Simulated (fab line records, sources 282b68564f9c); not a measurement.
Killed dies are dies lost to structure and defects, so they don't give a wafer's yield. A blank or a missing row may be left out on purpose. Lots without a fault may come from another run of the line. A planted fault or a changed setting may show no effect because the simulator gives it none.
fab line records | flow rit_cmos | part 2 of 2: steps 29 to 41 of 41
record lots=5 wafers=15 last_day=7
route steps=202 shown PLDD@115 SPACER@125 NSD@131 PSD@142 SDANNEAL@153
lots that met no fault: from a run of the same line without faults
start_h: hours from the record's first day to the start of the lot's first wafer shown | wait_h: hours since the lot's step before | " the same as in the row above | L1.1+2: a row that stands for several wafers | - no value, or no start given | * or withheld: withheld | < > ~ a bound
route shown NAME@n: a module of which the file shows steps, and the number in the route of the first | usual: mean/standard deviation of fault-free wafers | same: alike in all rows | chamber/n: place in a boat | sites: the reading at each site | _std_site: their standard deviation | _edge_site: outer sites' mean less inner sites' | radius_mm: how far each site lies from the wafer's centre | mask NAME#n: copy n | behind: the tool/chamber that last shaped the wafer | hold: why the lot was held/for how many hours/how that ended | device: the transistor (n, p or np) that didn't switch | end of line: the same wafers' tests at the end of the route | a step without rows: its recipe alone | killed: dies lost to structure and defects at the first sort, not the wafer's yield | map: a wafer's dies, x killed, . not, _ none there
set.NAME: the setting as run; set.NAME@STEP: as run at that earlier step | model.NAME: the simulator's own value behind a step, which no gauge read
lots at some steps of the route; a table a step, a row a wafer
services: from which hour (start_h, from the record's first day; less than 0 if before it) a tool's chamber was out of use, for how many hours, and why
## steps
# step RIT_PSD_COAT_01
# recipe resist=NOVOLAK spin_rpm=3250 resist_thk_nm=1000
# usual exhaust_pa=45.0/0.86
# columns lot.wafer tool chamber start_h wait_h exhaust_pa
L077.2 litho_track-03 0 63.64 0.1 44.9
L077.3 " 0 " " 44.7
L077.6 " 0 " " 45.0
L084.2 litho_track-03 0 102.49 0.1 45.4
L084.4 " 0 " " 46.0
L084.6 " 0 " " 45.2
L085.1 litho_track-04 0 110.81 0.1 46.2
L085.3 " 0 " " 45.9
L085.6 " 0 " " 45.5
L093.1 litho_track-02 0 143.65 0.1 43.6
L093.2 " 0 " " 43.5
L093.3 " 0 " " 43.6
L096.1 litho_track-02 0 163.09 0.1 45.0
L096.3 " 0 " " 45.1
L096.5 " 0 " " 45.6
# step RIT_PSD_SOFTBAKE_02
# recipe resist=NOVOLAK temp_c=88.81 time_s=60
# usual exhaust_pa=44.8/0.96
# columns lot.wafer tool chamber start_h wait_h exhaust_pa
L077.2 litho_track-03 0 63.79 0.1 44.2
L077.3 " 0 " " 42.4
L077.6 " 0 " " 44.0
L084.2 litho_track-03 0 102.64 0.1 43.9
L084.4 " 0 " " 44.2
L084.6 " 0 " " 43.9
L085.1 litho_track-04 0 110.96 0.1 44.1
L085.3 " 0 " " 43.9
L085.6 " 0 " " 43.8
L093.1 litho_track-02 0 143.80 0.1 45.6
L093.2 " 0 " " 47.1
L093.3 " 0 " " 44.7
L096.1 litho_track-02 0 163.24 0.1 44.6
L096.3 " 0 " " 43.0
L096.5 " 0 " " 45.2
# step RIT_PSD_EXPOSE_03
# recipe mask_id=M10 na=0.57 target_cd_nm=40900 dose_mj=250
# usual focus_offset_nm=0.1/0.51
# columns lot.wafer tool chamber start_h wait_h mask focus_offset_nm
L077.2 iline_stepper-02 0 64.10 0.3 M10#0 0.4
L077.3 " 0 " " M10#0 0.9
L077.6 " 0 " " M10#0 0.1
L084.2 iline_stepper-01 0 102.91 0.2 M10#0 0.9
L084.4 " 0 " " M10#0 0.0
L084.6 " 0 " " M10#0 0.3
L085.1 iline_stepper-01 0 111.11 0.1 M10#0 0.0
L085.3 " 0 " " M10#0 0.3
L085.6 " 0 " " M10#0 0.4
L093.1 iline_stepper-02 0 143.95 0.1 M10#0 -0.3
L093.2 " 0 " " M10#0 0.3
L093.3 " 0 " " M10#0 -0.1
L096.1 iline_stepper-02 0 163.51 0.2 M10#0 0.4
L096.3 " 0 " " M10#0 -0.3
L096.5 " 0 " " M10#0 -0.1
# step RIT_PSD_PEB_04
# recipe resist=NOVOLAK temp_c=withheld time_s=withheld
# usual exhaust_pa=44.8/1
# columns lot.wafer tool chamber start_h wait_h exhaust_pa
L077.2 litho_track-02 0 64.31 0.2 44.2
L077.3 " 0 " " 44.4
L077.6 " 0 " " 44.6
L084.2 litho_track-04 0 103.03 0.1 44.8
L084.4 " 0 " " 44.6
L084.6 " 0 " " 45.0
L085.1 litho_track-02 0 111.23 0.1 44.9
L085.3 " 0 " " 44.3
L085.6 " 0 " " 44.2
L093.1 litho_track-03 0 144.07 0.1 45.2
L093.2 " 0 " " 46.8
L093.3 " 0 " " 46.1
L096.1 litho_track-02 0 163.63 0.1 44.5
L096.3 " 0 " " 44.1
L096.5 " 0 " " 43.8
# step RIT_PSD_DEVELOP_05
# recipe resist=NOVOLAK develop_time_s=50 dev_temp_c=23
# usual developer_temp_C=22.99/0.11 exhaust_pa=44.9/0.89
# columns lot.wafer tool chamber start_h wait_h developer_temp_C exhaust_pa
L077.2 litho_track-02 0 - - 23.09 45.9
L077.3 " 0 " " 23.01 45.3
L077.6 " 0 " " 23.01 44.4
L084.2 litho_track-04 0 - - 23.03 46.1
L084.4 " 0 " " 23.04 45.3
L084.6 " 0 " " 23.17 45.9
L085.1 litho_track-02 0 - - 23.09 44.9
L085.3 " 0 " " 23.09 44.4
L085.6 " 0 " " 23.01 45.0
L093.1 litho_track-03 0 - - 23.00 44.9
L093.2 " 0 " " 23.01 45.1
L093.3 " 0 " " 22.91 44.7
L096.1 litho_track-02 0 - - 23.08 45.8
L096.3 " 0 " " 22.93 45.1
L096.5 " 0 " " 22.96 46.4
# step RIT_PSD_OVL_MEAS_06
# usual PSD_OVL=-0.1/1.3
# columns lot.wafer tool chamber start_h wait_h PSD_OVL[nm]
L077.2 overlay-01 - 64.58 - -0.6
L077.3 " - " " 0.8
L077.6 " - " " -1.3
L084.2 overlay-01 - 103.29 - -4.0
L084.4 " - " " -0.6
L084.6 " - " " -2.1
L085.1 overlay-01 - 111.51 - -1.0
L085.3 " - " " -0.5
L085.6 " - " " -0.8
L093.1 overlay-01 - 144.35 - 1.2
L093.2 " - " " 1.9
L093.3 " - " " 0.0
L096.1 overlay-01 - 163.91 - 0.9
L096.3 " - " " 0.8
L096.5 " - " " 1.0
# step RIT_PSD_HARDBAKE_07
# recipe resist=NOVOLAK temp_c=140 time_s=60
# usual exhaust_pa=45.0/0.96
# columns lot.wafer tool chamber start_h wait_h exhaust_pa
L077.2 litho_track-04 0 64.74 0.2 46.5
L077.3 " 0 " " 46.0
L077.6 " 0 " " 47.1
L084.2 litho_track-02 0 103.35 0.0 45.5
L084.4 " 0 " " 45.2
L084.6 " 0 " " 43.3
L085.1 litho_track-02 0 111.54 0.0 45.1
L085.3 " 0 " " 45.4
L085.6 " 0 " " 46.2
L093.1 litho_track-03 0 144.38 0.0 45.6
L093.2 " 0 " " 46.1
L093.3 " 0 " " 46.1
L096.1 litho_track-03 0 163.95 0.0 45.1
L096.3 " 0 " " 45.4
L096.5 " 0 " " 45.3
# step RIT_PSD_IMPLANT_08
# recipe species=BF2 energy_kev=27 dose_cm2=5e+15 tilt_deg=7
# columns lot.wafer tool chamber start_h wait_h
L077.2+3+6 implanter-02 0 64.89 0.1
L084.2+4+6 implanter-04 0 103.50 0.1
L085.1+3+6 implanter-04 0 111.69 0.1
L093.1+2+3 implanter-02 0 144.62 0.2
L096.1+3+5 implanter-04 0 164.10 0.1
# step RIT_PSD_STRIP_09
# recipe chemistry=O2 time_s=180 resist=NOVOLAK platen_temp_c=withheld power_w=500 pressure_mtorr=4000 o2_flow_sccm=4000
# usual drypump_motor_current_A=5.8/0.57
# columns lot.wafer tool chamber start_h wait_h drypump_motor_current_A rf_hours_counter_h
L077.2 plasma_asher-01 0 65.02 0.1 5.2 44
L077.3 " 0 " " 5.2 -
L077.6 " 0 " " 5.2 -
L084.2 plasma_asher-01 0 103.62 0.1 5.2 48
L084.4 " 0 " " 5.2 -
L084.6 " 1 " " 6.5 -
L085.1 plasma_asher-01 0 111.90 0.2 5.3 50
L085.3 " 1 " " 6.5 -
L085.6 " 1 " " 6.5 -
L093.1 plasma_asher-02 1 144.77 0.1 5.7 3
L093.2 " 0 " " 5.7 3
L093.3 " 0 " " 5.7 -
L096.1 plasma_asher-02 1 164.25 0.1 5.8 6
L096.3 " 1 " " 5.8 -
L096.5 " 0 " " 5.7 -
# step RIT_PSD_TW_MEAS_10
# usual PSD_TW=3484/19
# columns lot.wafer tool chamber start_h wait_h PSD_TW
L077.2 film_metro-04 - 65.20 0.1 3484
L077.3 " - " " 3480
L077.6 " - " " 3504
L084.2 film_metro-04 - 103.81 0.1 3497
L084.4 " - " " 3519
L084.6 " - " " 3521
L085.1 film_metro-02 - 112.08 0.1 3488
L085.3 " - " " 3495
L085.6 " - " " 3492
L093.1 film_metro-04 - 144.94 0.1 3479
L093.2 " - " " 3489
L093.3 " - " " 3497
L096.1 film_metro-02 - 164.42 0.1 3482
L096.3 " - " " 3491
L096.5 " - " " 3493
# step RIT_SDANNEAL_CLEAN_00
# recipe chemistry=SC1 mix=3:3:50 time_s=600 temp_c=75
# columns lot.wafer tool chamber start_h wait_h
L077.2+3+6 wet_bench-04 0 65.32 0.1
L084.2+4+6 wet_bench-04 1 103.86 0.0
L085.1+3+6 wet_bench-04 0 112.14 0.1
L093.1+2+3 wet_bench-03 1 145.00 0.1
L096.1+3+5 wet_bench-04 0 164.48 0.1
# step RIT_SDANNEAL_CLEAN_01
# recipe chemistry=dHF dilution=50:1 time_s=30
# columns lot.wafer tool chamber start_h wait_h
L077.2+3+6 wet_bench-03 1 65.50 0.0
L084.2+4+6 wet_bench-03 2 104.05 0.0
L085.1+3+6 wet_bench-04 1 112.31 0.0
L093.1+2+3 wet_bench-01 0 145.18 0.0
L096.1+3+5 wet_bench-01 1 164.66 0.0
# step RIT_SDANNEAL_CLEAN_02
# recipe chemistry=SC2 mix=3:3:50 time_s=600 temp_c=75 dry=n2_spin
# columns lot.wafer tool chamber start_h wait_h
L077.2+3+6 wet_bench-03 0 65.51 0.0
L084.2+4+6 wet_bench-01 1 104.06 0.0
L085.1+3+6 wet_bench-04 3 112.33 0.0
L093.1+2+3 wet_bench-03 2 145.22 0.0
L096.1+3+5 wet_bench-03 0 164.68 0.0
## services
# columns tool chamber start_h hours kind
implanter-04 - 38.37 0.7 repair
rie_diel-01 0 43.39 5.3 repair
rie_diel-01 1 43.80 5.5 repair
iline_stepper-02 - 46.59 15.0 repair
rie_diel-01 3 47.80 8.6 repair
rie_diel-04 2 54.72 5.8 repair
iline_stepper-02 - 61.61 1.7 pm
rie_diel-02 3 67.37 15.7 repair
rie_diel-01 1 68.45 7.7 repair
wet_bench-03 - 79.36 2.7 repair
rie_diel-01 2 102.47 12.0 repair
plasma_asher-02 - 108.75 9.0 pm
plasma_asher-02 0 108.75 9.0 vent_cycle
plasma_asher-02 1 108.75 9.0 vent_cycle
wet_bench-03 - 111.24 2.2 repair
rie_diel-04 - 126.30 2.6 repair
plasma_asher-01 - 129.07 1.5 repair
iline_stepper-01 - 130.23 28.9 pm
implanter-04 - 131.21 5.2 repair
implanter-04 - 138.11 16.1 pm
rie_diel-01 3 141.81 3.2 repair
lpcvd-02 - 142.59 0.9 repair
rie_diel-04 - 149.86 0.8 repair
implanter-02 - 154.19 15.4 pm
